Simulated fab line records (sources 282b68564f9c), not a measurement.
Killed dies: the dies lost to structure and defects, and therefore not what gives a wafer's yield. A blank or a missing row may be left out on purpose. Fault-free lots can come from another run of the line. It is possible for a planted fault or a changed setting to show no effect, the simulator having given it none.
fab line records    flow ritCmos
record: lots: 6  wafers: 18  lastDay: 7
route steps=202 shown NRETRO@60 PRETRO@64 GATE@75 M1@202
lots with no fault: from the same line, run without faults
startH: hours from the record's opening day to when the first of the lot's shown wafers began    waitH: hours elapsed since this lot's preceding step    " unchanged from the row above    L1.1+2: one row covering several wafers at once    - no value, or no start given    * or withheld: withheld    < > ~ a bound
route shown NAME@n: NAME is a module with steps in the file, n the number in the route of the first one    usual: mean/standard deviation of fault-free wafers    same: alike in all rows    chamber/n: place in a boat    sites: readings site by site    _std_site: how widely they spread, as a standard deviation    _edge_site: mean of outer sites minus mean of inner sites    radiusMm: for every site, how far away it sits from the centre of the wafer    mask NAME#n: copy n    behind: the last tool/chamber to shape the wafer    hold: cause of the lot's hold/its duration in hours/its outcome    device: the transistor (n, p or np) that didn't switch    end of line: tests of these same wafers at the route's end    a step given without rows: its recipe and nothing more    killed: count of dies lost to structure and defects at first sort (not the wafer's yield)    map: the dies of a wafer, with x for killed, . for not killed, _ for no die there
set.NAME: the setting that was run; set.NAME@STEP: the one run at that earlier step    model.NAME: the simulator's own value behind a step, which no gauge read
a table for each step, a row for each wafer; lots at some steps of the route
services: a tool's chamber out of use, with start hour (startH, from the record's first day; less than 0 if before it), hours out, and reason
== steps ==
step: RIT_NRETRO_HARDBAKE_07
recipe: resist: NOVOLAK  tempC: 140  timeS: 120
step: RIT_NRETRO_IMPLANT_08
recipe: species: P  energyKev: 70  doseCm2: 1e+13  tiltDeg: 7
step: RIT_NRETRO_STRIP_09
recipe: chemistry: O2  timeS: 180  resist: NOVOLAK  platenTempC: withheld  powerW: 500  pressureMtorr: 4000  o2FlowSccm: 4000
usual: chamberPressureMTorr: 4000/3.2  drypumpMotorCurrentA: 5.5/0.55
lot.wafer  tool            chamber  startH  waitH  chamberPressureMTorr  drypumpMotorCurrentA  rfHoursCounterH
L164.1     plasmaAsher-03  1        47.59   0.1    3997                  4.7                   39
L164.2     "               0        "       "      3999                  5.7                   39
L164.3     "               1        "       "      4006                  4.7                   -
L170.2     plasmaAsher-04  0        90.24   0.1    4008                  5.5                   47
L170.5     "               1        "       "      4002                  4.9                   -
L170.6     "               0        "       "      3996                  5.5                   -
L171.1     plasmaAsher-04  1        95.46   0.1    4003                  4.9                   47
L171.3     "               1        "       "      4002                  4.9                   -
L171.6     "               1        "       "      3994                  4.9                   -
L177.2     plasmaAsher-04  1        114.43  0.1    3998                  4.9                   50
L177.4     "               0        "       "      3999                  5.5                   -
L177.6     "               1        "       "      4000                  4.9                   -
L181.2     plasmaAsher-02  1        127.13  0.1    4000                  6.4                   48
L181.4     "               0        "       "      3999                  5.7                   -
L181.5     "               1        "       "      3999                  6.5                   -
L183.2     plasmaAsher-04  0        138.86  0.1    4000                  5.5                   54
L183.4     "               1        "       "      3996                  4.9                   -
L183.6     "               1        "       "      3997                  4.9                   -
step: RIT_NRETRO_TW_MEAS_10
usual: NRETRO_TW: 1055/11
lot.wafer  tool          chamber  startH  waitH  NRETRO_TW
L164.1     filmMetro-03  -        47.77   0.1    1051
L164.2     "             -        "       "      1057
L164.3     "             -        "       "      1056
L170.2     filmMetro-02  -        90.43   0.1    1064
L170.5     "             -        "       "      1065
L170.6     "             -        "       "      1058
L171.1     filmMetro-01  -        95.64   0.1    1030
L171.3     "             -        "       "      1034
L171.6     "             -        "       "      1036
L177.2     filmMetro-03  -        114.61  0.1    1055
L177.4     "             -        "       "      1064
L177.6     "             -        "       "      1062
L181.2     filmMetro-01  -        127.31  0.1    1043
L181.4     "             -        "       "      1043
L181.5     "             -        "       "      1041
L183.2     filmMetro-02  -        139.05  0.1    1061
L183.4     "             -        "       "      1062
L183.6     "             -        "       "      1060
step: RIT_PRETRO_HMDS_00
recipe: primeTimeS: 60  primeTempC: 140
step: RIT_PRETRO_COAT_01
recipe: resist: NOVOLAK  spinRpm: 2000  resistThkNm: 1300
step: RIT_PRETRO_SOFTBAKE_02
recipe: resist: NOVOLAK  tempC: 90  timeS: 60
step: RIT_PRETRO_EXPOSE_03
recipe: maskId: M5  na: 0.57  targetCdNm: 43700  doseMj: 250
step: RIT_PRETRO_PEB_04
recipe: resist: NOVOLAK  tempC: withheld  timeS: withheld
step: RIT_PRETRO_DEVELOP_05
recipe: resist: NOVOLAK  developTimeS: 68  devTempC: 23
step: RIT_PRETRO_OVL_MEAS_06
usual: PRETRO_OVL: 1.0/1.2
lot.wafer  tool        chamber  startH  waitH  PRETRO_OVL[nm]
L164.1     overlay-01  -        48.83   -      0.5
L164.2     "           -        "       "      1.7
L164.3     "           -        "       "      1.1
L170.2     overlay-01  -        91.50   -      0.6
L170.5     "           -        "       "      -0.2
L170.6     "           -        "       "      1.3
L171.1     overlay-02  -        97.10   -      0.5
L171.3     "           -        "       "      0.3
L171.6     "           -        "       "      0.6
L177.2     overlay-02  -        115.84  -      -0.7
L177.4     "           -        "       "      1.5
L177.6     "           -        "       "      -0.2
L181.2     overlay-01  -        128.58  -      0.2
L181.4     "           -        "       "      0.7
L181.5     "           -        "       "      1.1
L183.2     overlay-02  -        139.98  -      -0.1
L183.4     "           -        "       "      -2.5
L183.6     "           -        "       "      1.2
step: RIT_PRETRO_HARDBAKE_07
recipe: resist: NOVOLAK  tempC: 140  timeS: 120
step: RIT_PRETRO_IMPLANT_08
recipe: species: B  energyKev: 45  doseCm2: 1.2e+13  tiltDeg: 7
usual: beamEnergyKeV: 45.004/0.015
lot.wafer  tool          chamber  startH  waitH  beamEnergyKeV  model.implant.rpNm  model.implant.drpNm
L164.1     implanter-03  0        49.12   0.2    45.022         141.4               55.07
L164.2     "             0        "       "      45.024         141.4               55.07
L164.3     "             0        "       "      45.019         141.4               55.07
L170.2     implanter-04  0        91.81   0.2    45.002         144.3               55.07
L170.5     "             0        "       "      45.020         144.3               55.07
L170.6     "             0        "       "      45.007         144.3               55.07
L171.1     implanter-04  0        97.60   0.2    50.855         164.2               59.12
L171.3     "             0        "       "      50.842         164.2               59.12
L171.6     "             0        "       "      50.875         164.2               59.12
L177.2     implanter-04  0        116.37  0.2    50.868         161.6               59.12
L177.4     "             0        "       "      50.841         161.6               59.12
L177.6     "             0        "       "      50.862         161.6               59.12
L181.2     implanter-01  0        129.01  0.2    45.057         141.6               55.07
L181.4     "             0        "       "      45.012         141.6               55.07
L181.5     "             0        "       "      45.020         141.6               55.07
L183.2     implanter-01  0        140.29  0.2    45.006         142.6               55.07
L183.4     "             0        "       "      45.017         142.6               55.07
L183.6     "             0        "       "      44.990         142.6               55.07
step: RIT_PRETRO_STRIP_09
recipe: chemistry: O2  timeS: 180  resist: NOVOLAK  platenTempC: withheld  powerW: 500  pressureMtorr: 4000  o2FlowSccm: 4000
usual: chamberPressureMTorr: 4001/3.9  drypumpMotorCurrentA: 5.8/0.5
lot.wafer  tool            chamber  startH  waitH  chamberPressureMTorr  drypumpMotorCurrentA  rfHoursCounterH
L164.1     plasmaAsher-03  1        49.27   0.1    3999                  4.7                   39
L164.2     "               0        "       "      4004                  5.7                   39
L164.3     "               0        "       "      4000                  5.7                   -
L170.2     plasmaAsher-01  0        91.93   0.1    4001                  6.0                   25
L170.5     "               1        "       "      4000                  5.7                   -
L170.6     "               0        "       "      3997                  6.0                   -
L171.1     plasmaAsher-01  0        97.75   0.1    3999                  6.0                   26
L171.3     "               1        "       "      3993                  5.7                   -
L171.6     "               1        "       "      4001                  5.7                   -
L177.2     plasmaAsher-02  0        116.50  0.1    4004                  5.7                   46
L177.4     "               1        "       "      4003                  6.5                   -
L177.6     "               1        "       "      3993                  6.5                   -
L181.2     plasmaAsher-01  0        129.13  0.1    4002                  6.0                   29
L181.4     "               0        "       "      3999                  6.0                   -
L181.5     "               1        "       "      3995                  5.7                   -
L183.2     plasmaAsher-01  1        140.41  0.1    3998                  5.7                   31
L183.4     "               1        "       "      3997                  5.7                   -
L183.6     "               0        "       "      3996                  6.0                   -
step: RIT_PRETRO_TW_MEAS_10
usual: PRETRO_TW: 477/4.3
lot.wafer  tool          chamber  startH  waitH  PRETRO_TW
L164.1     filmMetro-02  -        49.44   0.1    480
L164.2     "             -        "       "      479
L164.3     "             -        "       "      482
L170.2     filmMetro-01  -        92.12   0.1    470
L170.5     "             -        "       "      472
L170.6     "             -        "       "      472
L171.1     filmMetro-04  -        97.93   0.1    491
L171.3     "             -        "       "      487
L171.6     "             -        "       "      489
L177.2     filmMetro-04  -        116.68  0.1    489
L177.4     "             -        "       "      491
L177.6     "             -        "       "      486
L181.2     filmMetro-02  -        129.32  0.1    479
L181.4     "             -        "       "      479
L181.5     "             -        "       "      480
L183.2     filmMetro-02  -        140.60  0.1    480
L183.4     "             -        "       "      480
L183.6     "             -        "       "      479
step: RIT_GATE_WET_ETCH_00
recipe: chemistry: BOE  target: SiO2  targetDepthNm: 56  timeS: 60  dry: n2Spin  dilution: 10:1  tempC: 21.5
step: RIT_M1_PROBE_99
usual: killed_at_M0_to_M3: 0.0/0.083  killedAtFrontEnd: 6.7/2.9  killedDies: 6.8/2.9  killedOpen: 3.5/2.1  killedShort: 3.2/1.9
same: grossDies: 264  killed_at_M4_up: 0  killedAtBackSide: 0  killedAtContacts: 0  killedAtOther: 0
lot.wafer  tool       chamber  startH  waitH  killed_at_M0_to_M3  killedAtFrontEnd  killedDies  killedOpen  killedShort
L164.1     prober-01  -        94.47   0.1    1                   7                 8           7           1
L164.2     prober-01  -        94.52   0.1    0                   4                 4           3           1
L164.3     prober-01  -        94.57   0.2    0                   3                 3           1           2
L170.2     prober-01  -        128.08  0.1    0                   7                 7           0           7
L170.5     prober-01  -        128.23  0.2    0                   6                 6           2           4
L170.6     prober-01  -        128.28  0.2    0                   5                 5           3           2
L181.2     prober-01  -        156.82  0.1    0                   5                 5           3           2
L181.4     prober-01  -        156.92  0.2    0                   4                 4           2           2
L181.5     prober-01  -        156.97  0.2    0                   10                10          6           4
L183.2     prober-02  -        166.50  0.1    0                   9                 9           6           3
L183.4     prober-02  -        166.60  0.2    0                   6                 6           3           3
L183.6     prober-02  -        166.70  0.2    0                   4                 4           2           2
killed by level:class
L164.1 GATE:geometricParticle:open=4 REOX:geometricParticle:open=2 SPACER:geometricParticle:open=1 M1:geometricParticle:short=1
L164.2 SPACER:geometricParticle:open=2 GATE:geometricParticle:open=1 REOX:geometricParticle:short=1
L164.3 FOX1:geometricParticle:open=1 REOX:geometricParticle:short=1 SILICIDE:geometricParticle:short=1
L170.2 FOX2:geometricParticle:short=2 SILICIDE:geometricParticle:short=2 FOX1:geometricParticle:short=1 GATE:geometricParticle:short=1 SPACER:geometricParticle:short=1
L170.5 FOX1:geometricParticle:short=2 FOX2:geometricParticle:short=2 FOX1:geometricParticle:open=1 SILICIDE:geometricParticle:open=1
L170.6 GATE:geometricParticle:open=1 GATE:geometricParticle:short=1 REOX:geometricParticle:short=1 SPACER:geometricParticle:open=1 SILICIDE:geometricParticle:open=1
L181.2 FOX1:geometricParticle:open=1 FOX2:geometricParticle:open=1 GATE:geometricParticle:short=1 REOX:geometricParticle:short=1 SPACER:geometricParticle:open=1
L181.4 FOX2:geometricParticle:open=1 GATE:geometricParticle:open=1 GATE:geometricParticle:short=1 REOX:geometricParticle:short=1
L181.5 GATE:geometricParticle:open=2 SILICIDE:geometricParticle:short=2 FOX2:geometricParticle:open=1 FOX2:geometricParticle:short=1 REOX:geometricParticle:open=1 GATE:geometricParticle:short=1 SPACER:geometricParticle:open=1 SILICIDE:geometricParticle:open=1
L183.2 REOX:geometricParticle:open=3 REOX:geometricParticle:short=2 FOX1:geometricParticle:open=1 GATE:geometricParticle:open=1 SILICIDE:geometricParticle:short=1 SILICIDE:geometricParticle:open=1
L183.4 GATE:geometricParticle:short=2 GATE:geometricParticle:open=1 REOX:geometricParticle:open=1 SPACER:geometricParticle:short=1 SPACER:geometricParticle:open=1
L183.6 FOX1:geometricParticle:open=1 GATE:geometricParticle:open=1 REOX:geometricParticle:short=1 SILICIDE:geometricParticle:short=1
== services ==
tool            chamber  startH  hours  kind
plasmaAsher-01  -        52.31   4.0    repair
implanter-04    -        52.47   4.5    repair
plasmaAsher-01  -        64.14   1.0    repair
implanter-03    -        69.62   2.3    repair
implanter-01    -        86.81   2.6    repair
implanter-03    -        87.47   2.2    pm
plasmaAsher-01  -        98.66   2.8    pm
plasmaAsher-03  -        108.88  9.0    pm
plasmaAsher-03  0        108.88  9.0    ventCycle
plasmaAsher-03  1        108.88  9.0    ventCycle
implanter-04    -        110.13  3.1    pm
plasmaAsher-03  0        117.88  -      clean
plasmaAsher-03  1        117.88  -      clean
implanter-04    -        124.92  17.4   pm
== key ==
firstSign: step: RIT_PRETRO_IMPLANT_08  reading: beamEnergyKeV  direction: up  sigmas: 99+  usual: 45.004  struck: 50.857
effect: step: RIT_PRETRO_TW_MEAS_10  reading: PRETRO_TW  direction: up  sigmas: 2.8  usual: 477  struck: 489
modelEffect: step: RIT_PRETRO_IMPLANT_08  value: implant.rpNm  without: 145.2  struck: 162.9
metAt RIT_PRETRO_IMPLANT_08
struckWafers L171.1,L171.3,L171.6,L177.2,L177.4,L177.6
testerLeftOut L171,L177
onsetBetween 91.81 97.60
fault: kind: processParameterDrift  tool: implanter-04  chamber: -  onsetH: 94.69  steps: RIT_PRETRO_IMPLANT_08  channel: energyKev  offset: 5.85  shape: step  endH: 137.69  actsIn: theseRecipesOnly  stated: 45
testerLeftOut: of these lots the tester's yield and bins aren't shown, on N5 and GAA mostly nor the transistor test; their killed dies are dies lost to structure and defects alone, not to doping, threshold or leakage, so they don't give the yield
